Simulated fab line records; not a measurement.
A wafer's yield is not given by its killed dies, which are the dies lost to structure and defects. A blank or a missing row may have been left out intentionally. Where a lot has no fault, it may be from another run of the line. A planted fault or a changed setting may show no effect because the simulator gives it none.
Chamber matching ; flow berkeleyCmos170 ; UCB170_GATE_ETCH_15 on rieSi-01: 4 sister chambers
The step etches poly-Si in HBr/Cl2, stops on SiO2, time 56.3 s, target depth 278.2 nm. 4 wafers are shown with their chamber, then 7 later ones without.

== WAFERS WITH THEIR CHAMBER ==
wafer;chamber;throttleValvePct (%)
L466.1;3;26.62
L466.5;2;26.29
L467.3;1;26.51
L467.4;0;26.30

== WAFERS WITHOUT THEIR CHAMBER ==
wafer;throttleValvePct (%)
L467.5;26.30
L471.3;26.31
L471.4;26.32
L471.5;26.30
L474.1;26.31
L474.2;26.63
L474.5;26.33

== EACH ONE'S CHAMBER ==
wafer;from the rows above;in truth
L467.5;can't be placed: 0 or 2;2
L471.3;can't be placed: 0 or 2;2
L471.4;can't be placed: 0 or 2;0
L471.5;can't be placed: 0 or 2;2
L474.1;can't be placed: 0 or 2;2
L474.2;3;3
L474.5;can't be placed: 0 or 2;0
Correct placement for 1 of the 7. Cannot be placed on the basis of these rows: 6; the candidates contain the true chamber in 6. Number placed wrongly: 0.
How it was worked out, from the rows above alone: a wafer's distance from a chamber is the root of the sum, over the readings, of the square of ((its reading less the chamber's mean) divided by the reading's scatter). If the next closest chamber is less than 2 further off than the closest, the wafer can't be placed; otherwise it belongs to the closest. For every chamber, the mean is computed from those of its wafers that are shown. The scatter: with one shown wafer a chamber, the root of the mean of the squares of how far each hidden wafer lies from its nearest shown one.
